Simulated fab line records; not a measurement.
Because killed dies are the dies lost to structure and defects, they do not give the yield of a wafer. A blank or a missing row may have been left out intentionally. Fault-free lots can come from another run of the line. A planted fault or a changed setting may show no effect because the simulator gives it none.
fab line records || flow berkeleyCmos170 || part 2 of 2: steps 35 to 46 of 46
[record] {"lots": 5, "wafers": 15, "lastDay": 10}
route steps=331 shown PWELL@41 WELLDRIVE@55 ACTIVE@60 PFIELD@79
lots that met no fault: taken from a fault-free run of the same line
startH: hours from the record's first day to the start of the lot's first wafer shown || waitH: hours from the lot's prior step to this one || " same as the row above || L1.1+2: a row that stands for several wafers || - value missing, or start not given || * or withheld: withheld || < > ~ a bound
route shown NAME@n: a module of which the file shows steps, and the number in the route of the first || usual: mean/standard deviation taken from wafers without a fault || same: alike in all rows || chamber/n: place in a boat || sites: the reading at each site || _std_site: how widely they spread, as a standard deviation || _edge_site: the outer-site mean with the inner-site mean subtracted || radiusMm: for every site, how far away it sits from the centre of the wafer || mask NAME#n: copy n || behind: tool/chamber where the wafer was last shaped || hold: the reason the lot was held/the length of the hold in hours/how it ended || device: whichever transistor did not switch (one of n, p or np) || end of line: tests run on the same wafers once the route is complete || a step with no rows: only its recipe || killed: the dies lost at the first sort to structure and to defects; this is not the yield of the wafer || map: a wafer's dies, marking killed ones x, the rest . and places with no die _
set.NAME: the setting as run; set.NAME@STEP: as run at that earlier step || model.NAME: the simulator's own value behind a step, which no gauge read
lots seen at some steps along the route; tables by step, rows by wafer
services: from which hour (startH, from the record's first day; less than 0 if before it) a tool's chamber was out of use, for how many hours, and why
[[steps]]
[step UCB170_ACTIVE_ETCH_15]
[recipe] {"chemistry": "CH3F/Ar/O2", "target": "Si3N4", "stopOn": "SiO2", "CH3F_flow_sccm": 20, "Ar_flow_sccm": 50, "O2_flow_sccm": 7, "pressureMtorr": 50, "rfW": 450, "targetDepthA": 2420, "overEtchFrac": 0.1, "timeS": 151}
[usual] {"chamberPressureMTorr": "50.00/0.045", "drypumpMotorCurrentA": "5.8/0.38", "oesProductAu": "0.941/0.013", "throttleValvePct": "8.03/0.1"}
[same] {"overEtchFrac": 0.1}
{"lot.wafer": "L074.2", "tool": "rieDiel-04", "chamber": 3, "startH": 85.59, "waitH": 0.0, "chamberPressureMTorr": 50.03, "drypumpMotorCurrentA": 5.2, "oesProductAu": 0.959, "rfHoursCounterH": 45, "throttleValvePct": 7.99}
{"lot.wafer": "L074.4", "tool": "rieDiel-04", "chamber": 0, "startH": 85.59, "waitH": 0.0, "chamberPressureMTorr": 50.08, "drypumpMotorCurrentA": 5.8, "oesProductAu": 0.934, "rfHoursCounterH": 25, "throttleValvePct": 8.30}
{"lot.wafer": "L074.6", "tool": "rieDiel-04", "chamber": 2, "startH": 85.59, "waitH": 0.0, "chamberPressureMTorr": 50.00, "drypumpMotorCurrentA": 5.5, "oesProductAu": 0.947, "rfHoursCounterH": "-", "throttleValvePct": 7.92}
{"lot.wafer": "L076.1", "tool": "rieDiel-03", "chamber": 1, "startH": 93.71, "waitH": 0.0, "chamberPressureMTorr": 50.00, "drypumpMotorCurrentA": 6.3, "oesProductAu": 0.915, "rfHoursCounterH": 2, "throttleValvePct": 8.02}
{"lot.wafer": "L076.2", "tool": "rieDiel-03", "chamber": 3, "startH": 93.71, "waitH": 0.0, "chamberPressureMTorr": 50.05, "drypumpMotorCurrentA": 5.7, "oesProductAu": 0.920, "rfHoursCounterH": 142, "throttleValvePct": 8.01}
{"lot.wafer": "L076.5", "tool": "rieDiel-03", "chamber": 3, "startH": 93.71, "waitH": 0.0, "chamberPressureMTorr": 50.09, "drypumpMotorCurrentA": 5.7, "oesProductAu": 0.921, "rfHoursCounterH": "-", "throttleValvePct": 8.00}
{"lot.wafer": "L086.2", "tool": "rieDiel-03", "chamber": 3, "startH": 139.40, "waitH": 0.0, "chamberPressureMTorr": 50.02, "drypumpMotorCurrentA": 5.7, "oesProductAu": 0.915, "rfHoursCounterH": 144, "throttleValvePct": 8.00}
{"lot.wafer": "L086.3", "tool": "rieDiel-03", "chamber": 0, "startH": 139.40, "waitH": 0.0, "chamberPressureMTorr": 50.05, "drypumpMotorCurrentA": 5.6, "oesProductAu": 0.938, "rfHoursCounterH": 156, "throttleValvePct": 8.05}
{"lot.wafer": "L086.4", "tool": "rieDiel-03", "chamber": 2, "startH": 139.40, "waitH": 0.0, "chamberPressureMTorr": 50.00, "drypumpMotorCurrentA": 6.6, "oesProductAu": 0.937, "rfHoursCounterH": 54, "throttleValvePct": 8.05}
{"lot.wafer": "L088.2", "tool": "rieDiel-02", "chamber": 3, "startH": 144.30, "waitH": 0.0, "chamberPressureMTorr": 50.01, "drypumpMotorCurrentA": 5.6, "oesProductAu": 0.940, "rfHoursCounterH": 145, "throttleValvePct": 8.08}
{"lot.wafer": "L088.3", "tool": "rieDiel-02", "chamber": 2, "startH": 144.30, "waitH": 0.0, "chamberPressureMTorr": 50.08, "drypumpMotorCurrentA": 6.4, "oesProductAu": 0.941, "rfHoursCounterH": 93, "throttleValvePct": 8.05}
{"lot.wafer": "L088.6", "tool": "rieDiel-02", "chamber": 0, "startH": 144.30, "waitH": 0.0, "chamberPressureMTorr": 50.07, "drypumpMotorCurrentA": 5.9, "oesProductAu": 0.941, "rfHoursCounterH": "-", "throttleValvePct": 7.97}
{"lot.wafer": "L092.1", "tool": "rieDiel-03", "chamber": 1, "startH": 169.08, "waitH": 0.0, "chamberPressureMTorr": 49.97, "drypumpMotorCurrentA": 6.3, "oesProductAu": 0.919, "rfHoursCounterH": 6, "throttleValvePct": 8.03}
{"lot.wafer": "L092.2", "tool": "rieDiel-03", "chamber": 2, "startH": 169.08, "waitH": 0.0, "chamberPressureMTorr": 49.97, "drypumpMotorCurrentA": 6.5, "oesProductAu": 0.949, "rfHoursCounterH": 55, "throttleValvePct": 8.06}
{"lot.wafer": "L092.4", "tool": "rieDiel-03", "chamber": 1, "startH": 169.08, "waitH": 0.0, "chamberPressureMTorr": 50.00, "drypumpMotorCurrentA": 6.3, "oesProductAu": 0.921, "rfHoursCounterH": "-", "throttleValvePct": 8.04}
[step UCB170_ACTIVE_STRIP_16]
[recipe] {"chemistry": "O2", "powerW": 400, "pressureMtorr": 3500, "platenTempC": "withheld", "o2FlowSccm": 400, "overashFraction": 0.5}
[usual] {"chamberPressureMTorr": "3500/3.4", "drypumpMotorCurrentA": "5.8/0.39", "oesProductAu": "0.721/0.0046", "stripTimeToEndpointS": "18.10/0.081"}
{"lot.wafer": "L074.2", "tool": "plasmaAsher-02", "chamber": 1, "startH": 85.69, "waitH": 0.1, "chamberPressureMTorr": 3501, "drypumpMotorCurrentA": 6.2, "oesProductAu": 0.724, "rfHoursCounterH": 25, "stripTimeToEndpointS": 17.95}
{"lot.wafer": "L074.4", "tool": "plasmaAsher-02", "chamber": 1, "startH": 85.69, "waitH": 0.1, "chamberPressureMTorr": 3500, "drypumpMotorCurrentA": 6.2, "oesProductAu": 0.718, "rfHoursCounterH": "-", "stripTimeToEndpointS": 18.10}
{"lot.wafer": "L074.6", "tool": "plasmaAsher-02", "chamber": 1, "startH": 85.69, "waitH": 0.1, "chamberPressureMTorr": 3494, "drypumpMotorCurrentA": 6.2, "oesProductAu": 0.719, "rfHoursCounterH": "-", "stripTimeToEndpointS": 18.15}
{"lot.wafer": "L076.1", "tool": "plasmaAsher-04", "chamber": 1, "startH": 93.81, "waitH": 0.1, "chamberPressureMTorr": 3505, "drypumpMotorCurrentA": 5.2, "oesProductAu": 0.721, "rfHoursCounterH": 40, "stripTimeToEndpointS": 18.09}
{"lot.wafer": "L076.2", "tool": "plasmaAsher-04", "chamber": 0, "startH": 93.81, "waitH": 0.1, "chamberPressureMTorr": 3500, "drypumpMotorCurrentA": 6.2, "oesProductAu": 0.726, "rfHoursCounterH": 40, "stripTimeToEndpointS": 17.99}
{"lot.wafer": "L076.5", "tool": "plasmaAsher-04", "chamber": 0, "startH": 93.81, "waitH": 0.1, "chamberPressureMTorr": 3500, "drypumpMotorCurrentA": 6.2, "oesProductAu": 0.716, "rfHoursCounterH": "-", "stripTimeToEndpointS": 17.92}
{"lot.wafer": "L086.2", "tool": "plasmaAsher-04", "chamber": 1, "startH": 139.50, "waitH": 0.1, "chamberPressureMTorr": 3502, "drypumpMotorCurrentA": 5.2, "oesProductAu": 0.726, "rfHoursCounterH": 45, "stripTimeToEndpointS": 17.98}
{"lot.wafer": "L086.3", "tool": "plasmaAsher-04", "chamber": 0, "startH": 139.50, "waitH": 0.1, "chamberPressureMTorr": 3499, "drypumpMotorCurrentA": 6.2, "oesProductAu": 0.718, "rfHoursCounterH": "-", "stripTimeToEndpointS": 18.21}
{"lot.wafer": "L086.4", "tool": "plasmaAsher-04", "chamber": 1, "startH": 139.50, "waitH": 0.1, "chamberPressureMTorr": 3499, "drypumpMotorCurrentA": 5.2, "oesProductAu": 0.713, "rfHoursCounterH": "-", "stripTimeToEndpointS": 18.17}
{"lot.wafer": "L088.2", "tool": "plasmaAsher-01", "chamber": 0, "startH": 144.40, "waitH": 0.1, "chamberPressureMTorr": 3499, "drypumpMotorCurrentA": 6.0, "oesProductAu": 0.716, "rfHoursCounterH": 45, "stripTimeToEndpointS": 18.06}
{"lot.wafer": "L088.3", "tool": "plasmaAsher-01", "chamber": 0, "startH": 144.40, "waitH": 0.1, "chamberPressureMTorr": 3505, "drypumpMotorCurrentA": 6.0, "oesProductAu": 0.716, "rfHoursCounterH": "-", "stripTimeToEndpointS": 18.06}
{"lot.wafer": "L088.6", "tool": "plasmaAsher-01", "chamber": 1, "startH": 144.40, "waitH": 0.1, "chamberPressureMTorr": 3504, "drypumpMotorCurrentA": 5.5, "oesProductAu": 0.714, "rfHoursCounterH": "-", "stripTimeToEndpointS": 18.04}
{"lot.wafer": "L092.1", "tool": "plasmaAsher-02", "chamber": 0, "startH": 169.18, "waitH": 0.1, "chamberPressureMTorr": 3501, "drypumpMotorCurrentA": 5.5, "oesProductAu": 0.724, "rfHoursCounterH": 35, "stripTimeToEndpointS": 18.14}
{"lot.wafer": "L092.2", "tool": "plasmaAsher-02", "chamber": 1, "startH": 169.18, "waitH": 0.1, "chamberPressureMTorr": 3502, "drypumpMotorCurrentA": 6.2, "oesProductAu": 0.718, "rfHoursCounterH": 35, "stripTimeToEndpointS": 18.24}
{"lot.wafer": "L092.4", "tool": "plasmaAsher-02", "chamber": 0, "startH": 169.18, "waitH": 0.1, "chamberPressureMTorr": 3499, "drypumpMotorCurrentA": 5.5, "oesProductAu": 0.719, "rfHoursCounterH": "-", "stripTimeToEndpointS": 18.17}
[step UCB170_ACTIVE_CD_MEAS_90]
[recipe] {"targetCdNm": 1200}
[usual] {"cdNm": "1199.9/1.2"}
{"lot.wafer": "L074.2", "tool": "cdSem-01", "chamber": "-", "startH": 85.81, "waitH": 0.1, "cdNm": 1195.6}
{"lot.wafer": "L074.4", "tool": "cdSem-01", "chamber": "-", "startH": 85.81, "waitH": 0.1, "cdNm": 1198.6}
{"lot.wafer": "L074.6", "tool": "cdSem-01", "chamber": "-", "startH": 85.81, "waitH": 0.1, "cdNm": 1198.4}
{"lot.wafer": "L076.1", "tool": "cdSem-02", "chamber": "-", "startH": 93.91, "waitH": 0.1, "cdNm": 1201.6}
{"lot.wafer": "L076.2", "tool": "cdSem-02", "chamber": "-", "startH": 93.91, "waitH": 0.1, "cdNm": 1200.4}
{"lot.wafer": "L076.5", "tool": "cdSem-02", "chamber": "-", "startH": 93.91, "waitH": 0.1, "cdNm": 1200.7}
{"lot.wafer": "L086.2", "tool": "cdSem-02", "chamber": "-", "startH": 139.62, "waitH": 0.1, "cdNm": 1198.4}
{"lot.wafer": "L086.3", "tool": "cdSem-02", "chamber": "-", "startH": 139.62, "waitH": 0.1, "cdNm": 1199.0}
{"lot.wafer": "L086.4", "tool": "cdSem-02", "chamber": "-", "startH": 139.62, "waitH": 0.1, "cdNm": 1197.6}
{"lot.wafer": "L088.2", "tool": "cdSem-02", "chamber": "-", "startH": 144.52, "waitH": 0.1, "cdNm": 1200.4}
{"lot.wafer": "L088.3", "tool": "cdSem-02", "chamber": "-", "startH": 144.52, "waitH": 0.1, "cdNm": 1201.2}
{"lot.wafer": "L088.6", "tool": "cdSem-02", "chamber": "-", "startH": 144.52, "waitH": 0.1, "cdNm": 1200.7}
{"lot.wafer": "L092.1", "tool": "cdSem-01", "chamber": "-", "startH": 169.36, "waitH": 0.2, "cdNm": 1200.9}
{"lot.wafer": "L092.2", "tool": "cdSem-01", "chamber": "-", "startH": 169.36, "waitH": 0.2, "cdNm": 1200.4}
{"lot.wafer": "L092.4", "tool": "cdSem-01", "chamber": "-", "startH": 169.36, "waitH": 0.2, "cdNm": 1199.8}
[step UCB170_ACTIVE_CLEAN_17]
[recipe] {"chemistry": "SPM", "tempC": 120, "timeS": 600}
{"lot.wafer": "L074.2+4+6", "tool": "wetBench-01", "chamber": 2, "startH": 85.93, "waitH": 0.1}
{"lot.wafer": "L076.1+2+5", "tool": "wetBench-04", "chamber": 3, "startH": 94.07, "waitH": 0.1}
{"lot.wafer": "L086.2+3+4", "tool": "wetBench-04", "chamber": 2, "startH": 140.13, "waitH": 0.5}
{"lot.wafer": "L088.2+3+6", "tool": "wetBench-01", "chamber": 1, "startH": 144.62, "waitH": 0.1}
{"lot.wafer": "L092.1+2+4", "tool": "wetBench-04", "chamber": 2, "startH": 169.48, "waitH": 0.1}
[step UCB170_PFIELD_HMDS_00]
[recipe] {"primeTimeS": 60, "primeTempC": 100}
{"lot.wafer": "L074.2+4+6", "tool": "lithoTrack-02", "chamber": 0, "startH": 86.27, "waitH": 0.2}
{"lot.wafer": "L076.1+2+5", "tool": "lithoTrack-03", "chamber": 0, "startH": 94.37, "waitH": 0.1}
{"lot.wafer": "L086.2+3+4", "tool": "lithoTrack-03", "chamber": 0, "startH": 140.66, "waitH": 0.3}
{"lot.wafer": "L088.2+3+6", "tool": "lithoTrack-04", "chamber": 0, "startH": 144.84, "waitH": 0.0}
{"lot.wafer": "L092.1+2+4", "tool": "lithoTrack-03", "chamber": 0, "startH": 169.84, "waitH": 0.2}
[step UCB170_PFIELD_COAT_01]
[recipe] {"resist": "KrF", "spinRpm": 1500, "resistThkNm": 900}
{"lot.wafer": "L074.2+4+6", "tool": "lithoTrack-02", "chamber": 0, "startH": 86.42, "waitH": 0.1}
{"lot.wafer": "L076.1+2+5", "tool": "lithoTrack-03", "chamber": 0, "startH": 94.52, "waitH": 0.1}
{"lot.wafer": "L086.2+3+4", "tool": "lithoTrack-03", "chamber": 0, "startH": 140.81, "waitH": 0.1}
{"lot.wafer": "L088.2+3+6", "tool": "lithoTrack-04", "chamber": 0, "startH": 144.99, "waitH": 0.1}
{"lot.wafer": "L092.1+2+4", "tool": "lithoTrack-03", "chamber": 0, "startH": 169.99, "waitH": 0.1}
[step UCB170_PFIELD_SOFTBAKE_02]
[recipe] {"resist": "KrF", "tempC": 130, "timeS": 60}
{"lot.wafer": "L074.2+4+6", "tool": "lithoTrack-02", "chamber": 0, "startH": 86.57, "waitH": 0.1}
{"lot.wafer": "L076.1+2+5", "tool": "lithoTrack-03", "chamber": 0, "startH": 94.67, "waitH": 0.1}
{"lot.wafer": "L086.2+3+4", "tool": "lithoTrack-03", "chamber": 0, "startH": 140.96, "waitH": 0.1}
{"lot.wafer": "L088.2+3+6", "tool": "lithoTrack-04", "chamber": 0, "startH": 145.14, "waitH": 0.1}
{"lot.wafer": "L092.1+2+4", "tool": "lithoTrack-03", "chamber": 0, "startH": 170.14, "waitH": 0.1}
[step UCB170_PFIELD_EXPOSE_03]
[recipe] {"maskId": "PFIELD", "na": 0.5, "sigmaOuter": 0.6, "sourceShape": "conventional", "targetCdNm": 1500, "doseMj": 30}
[usual] {"reticleTempC": "23.01/0.13"}
{"lot.wafer": "L074.2", "tool": "krfScanner-01", "chamber": 0, "startH": 86.84, "waitH": 0.2, "mask": "PFIELD#0", "reticleTempC": 23.08}
{"lot.wafer": "L074.4", "tool": "krfScanner-01", "chamber": 0, "startH": 86.84, "waitH": 0.2, "mask": "PFIELD#0", "reticleTempC": 22.97}
{"lot.wafer": "L074.6", "tool": "krfScanner-01", "chamber": 0, "startH": 86.84, "waitH": 0.2, "mask": "PFIELD#0", "reticleTempC": 22.99}
{"lot.wafer": "L076.1", "tool": "krfScanner-02", "chamber": 0, "startH": 94.94, "waitH": 0.2, "mask": "PFIELD#0", "reticleTempC": 22.99}
{"lot.wafer": "L076.2", "tool": "krfScanner-02", "chamber": 0, "startH": 94.94, "waitH": 0.2, "mask": "PFIELD#0", "reticleTempC": 22.99}
{"lot.wafer": "L076.5", "tool": "krfScanner-02", "chamber": 0, "startH": 94.94, "waitH": 0.2, "mask": "PFIELD#0", "reticleTempC": 23.02}
{"lot.wafer": "L086.2", "tool": "krfScanner-02", "chamber": 0, "startH": 141.11, "waitH": 0.1, "mask": "PFIELD#0", "reticleTempC": 23.20}
{"lot.wafer": "L086.3", "tool": "krfScanner-02", "chamber": 0, "startH": 141.11, "waitH": 0.1, "mask": "PFIELD#0", "reticleTempC": 23.21}
{"lot.wafer": "L086.4", "tool": "krfScanner-02", "chamber": 0, "startH": 141.11, "waitH": 0.1, "mask": "PFIELD#0", "reticleTempC": 23.17}
{"lot.wafer": "L088.2", "tool": "krfScanner-02", "chamber": 0, "startH": 145.28, "waitH": 0.1, "mask": "PFIELD#0", "reticleTempC": 23.01}
{"lot.wafer": "L088.3", "tool": "krfScanner-02", "chamber": 0, "startH": 145.28, "waitH": 0.1, "mask": "PFIELD#0", "reticleTempC": 23.05}
{"lot.wafer": "L088.6", "tool": "krfScanner-02", "chamber": 0, "startH": 145.28, "waitH": 0.1, "mask": "PFIELD#0", "reticleTempC": 22.90}
{"lot.wafer": "L092.1", "tool": "krfScanner-01", "chamber": 0, "startH": 170.47, "waitH": 0.3, "mask": "PFIELD#0", "reticleTempC": 22.74}
{"lot.wafer": "L092.2", "tool": "krfScanner-01", "chamber": 0, "startH": 170.47, "waitH": 0.3, "mask": "PFIELD#0", "reticleTempC": 23.04}
{"lot.wafer": "L092.4", "tool": "krfScanner-01", "chamber": 0, "startH": 170.47, "waitH": 0.3, "mask": "PFIELD#0", "reticleTempC": 23.03}
[step UCB170_PFIELD_PEB_04]
[recipe] {"pebTempC": 130, "pebTimeS": "withheld", "resist": "KrF"}
{"lot.wafer": "L074.2+4+6", "tool": "lithoTrack-04", "chamber": 0, "startH": 87.24, "waitH": 0.4}
{"lot.wafer": "L076.1+2+5", "tool": "lithoTrack-02", "chamber": 0, "startH": 95.50, "waitH": 0.5}
{"lot.wafer": "L086.2+3+4", "tool": "lithoTrack-04", "chamber": 0, "startH": 141.42, "waitH": 0.3}
{"lot.wafer": "L088.2+3+6", "tool": "lithoTrack-04", "chamber": 0, "startH": 145.56, "waitH": 0.3}
{"lot.wafer": "L092.1+2+4", "tool": "lithoTrack-03", "chamber": 0, "startH": 170.75, "waitH": 0.3}
[step UCB170_PFIELD_DEVELOP_05]
[recipe] {"developer": "TMAH", "developTimeS": 45, "resist": "KrF", "devTempC": 21}
{"lot.wafer": "L074.2+4+6", "tool": "lithoTrack-04", "chamber": 0, "startH": "-", "waitH": "-"}
{"lot.wafer": "L076.1+2+5", "tool": "lithoTrack-02", "chamber": 0, "startH": "-", "waitH": "-"}
{"lot.wafer": "L086.2+3+4", "tool": "lithoTrack-04", "chamber": 0, "startH": "-", "waitH": "-"}
{"lot.wafer": "L088.2+3+6", "tool": "lithoTrack-04", "chamber": 0, "startH": "-", "waitH": "-"}
{"lot.wafer": "L092.1+2+4", "tool": "lithoTrack-03", "chamber": 0, "startH": "-", "waitH": "-"}
[step UCB170_PFIELD_OVL_MEAS_06]
[usual] {"PFIELD_OVL": "5/6.1"}
{"lot.wafer": "L074.2", "tool": "overlay-02", "chamber": "-", "startH": 87.49, "waitH": "-", "PFIELD_OVL[nm]": 21}
{"lot.wafer": "L074.4", "tool": "overlay-02", "chamber": "-", "startH": 87.49, "waitH": "-", "PFIELD_OVL[nm]": 18}
{"lot.wafer": "L074.6", "tool": "overlay-02", "chamber": "-", "startH": 87.49, "waitH": "-", "PFIELD_OVL[nm]": 21}
{"lot.wafer": "L076.1", "tool": "overlay-01", "chamber": "-", "startH": 95.78, "waitH": "-", "PFIELD_OVL[nm]": 10}
{"lot.wafer": "L076.2", "tool": "overlay-01", "chamber": "-", "startH": 95.78, "waitH": "-", "PFIELD_OVL[nm]": 4}
{"lot.wafer": "L076.5", "tool": "overlay-01", "chamber": "-", "startH": 95.78, "waitH": "-", "PFIELD_OVL[nm]": 9}
{"lot.wafer": "L086.2", "tool": "overlay-02", "chamber": "-", "startH": 141.67, "waitH": "-", "PFIELD_OVL[nm]": 11}
{"lot.wafer": "L086.3", "tool": "overlay-02", "chamber": "-", "startH": 141.67, "waitH": "-", "PFIELD_OVL[nm]": 2}
{"lot.wafer": "L086.4", "tool": "overlay-02", "chamber": "-", "startH": 141.67, "waitH": "-", "PFIELD_OVL[nm]": 8}
{"lot.wafer": "L088.2", "tool": "overlay-01", "chamber": "-", "startH": 145.82, "waitH": "-", "PFIELD_OVL[nm]": 0}
{"lot.wafer": "L088.3", "tool": "overlay-01", "chamber": "-", "startH": 145.82, "waitH": "-", "PFIELD_OVL[nm]": -6}
{"lot.wafer": "L088.6", "tool": "overlay-01", "chamber": "-", "startH": 145.82, "waitH": "-", "PFIELD_OVL[nm]": 9}
{"lot.wafer": "L092.1", "tool": "overlay-01", "chamber": "-", "startH": 171.03, "waitH": "-", "PFIELD_OVL[nm]": -2}
{"lot.wafer": "L092.2", "tool": "overlay-01", "chamber": "-", "startH": 171.03, "waitH": "-", "PFIELD_OVL[nm]": 9}
{"lot.wafer": "L092.4", "tool": "overlay-01", "chamber": "-", "startH": 171.03, "waitH": "-", "PFIELD_OVL[nm]": 17}
[step UCB170_PFIELD_IMPLANT_07]
[recipe] {"species": "B", "doseCm2": 2e+13, "energyKev": 80, "tiltDeg": 7}
{"lot.wafer": "L074.2+4+6", "tool": "implanter-01", "chamber": 0, "startH": 87.55, "waitH": 0.0}
{"lot.wafer": "L076.1+2+5", "tool": "implanter-01", "chamber": 0, "startH": 95.81, "waitH": 0.0}
{"lot.wafer": "L086.2+3+4", "tool": "implanter-01", "chamber": 0, "startH": 141.73, "waitH": 0.0}
{"lot.wafer": "L088.2+3+6", "tool": "implanter-02", "chamber": 0, "startH": 145.87, "waitH": 0.0}
{"lot.wafer": "L092.1+2+4", "tool": "implanter-04", "chamber": 0, "startH": 171.06, "waitH": 0.0}
[[services]]
{"tool": "plasmaAsher-02", "chamber": "-", "startH": 30.14, "hours": 3.9, "kind": "repair"}
{"tool": "krfScanner-02", "chamber": "-", "startH": 41.06, "hours": 0.8, "kind": "pm"}
{"tool": "wetBench-04", "chamber": "-", "startH": 45.21, "hours": 1.9, "kind": "pm"}
{"tool": "krfScanner-01", "chamber": "-", "startH": 49.78, "hours": 0.5, "kind": "repair"}
{"tool": "furnace-01", "chamber": "-", "startH": 54.01, "hours": 3.7, "kind": "pm"}
{"tool": "krfScanner-01", "chamber": "-", "startH": 60.50, "hours": 0.2, "kind": "repair"}
{"tool": "rieDiel-03", "chamber": "-", "startH": 68.72, "hours": 0.4, "kind": "repair"}
{"tool": "furnace-03", "chamber": "-", "startH": 71.14, "hours": 2.8, "kind": "pm"}
{"tool": "krfScanner-01", "chamber": "-", "startH": 74.54, "hours": 0.8, "kind": "pm"}
{"tool": "wetBench-03", "chamber": "-", "startH": 80.35, "hours": 1.9, "kind": "pm"}
{"tool": "furnace-04", "chamber": "-", "startH": 83.41, "hours": 8.1, "kind": "pm"}
{"tool": "furnace-02", "chamber": "-", "startH": 95.90, "hours": 2.5, "kind": "pm"}
{"tool": "plasmaAsher-02", "chamber": "-", "startH": 100.36, "hours": 1.8, "kind": "repair"}
{"tool": "rieDiel-03", "chamber": 0, "startH": 100.96, "hours": 4.4, "kind": "repair"}
{"tool": "rieDiel-04", "chamber": 1, "startH": 104.51, "hours": 4.3, "kind": "repair"}
{"tool": "rieDiel-03", "chamber": 3, "startH": 108.19, "hours": 11.6, "kind": "repair"}
{"tool": "krfScanner-02", "chamber": "-", "startH": 117.47, "hours": 1.0, "kind": "pm"}
{"tool": "rieDiel-03", "chamber": 3, "startH": 121.45, "hours": 6.9, "kind": "repair"}
{"tool": "implanter-01", "chamber": "-", "startH": 128.81, "hours": 3.7, "kind": "pm"}
{"tool": "rieDiel-04", "chamber": 2, "startH": 132.92, "hours": 4.6, "kind": "repair"}
{"tool": "krfScanner-01", "chamber": "-", "startH": 150.76, "hours": 1.3, "kind": "pm"}
{"tool": "furnace-04", "chamber": "-", "startH": 152.56, "hours": 5.1, "kind": "pm"}
{"tool": "krfScanner-01", "chamber": "-", "startH": 154.29, "hours": 4.4, "kind": "pm"}
{"tool": "implanter-01", "chamber": "-", "startH": 165.12, "hours": 2.4, "kind": "repair"}
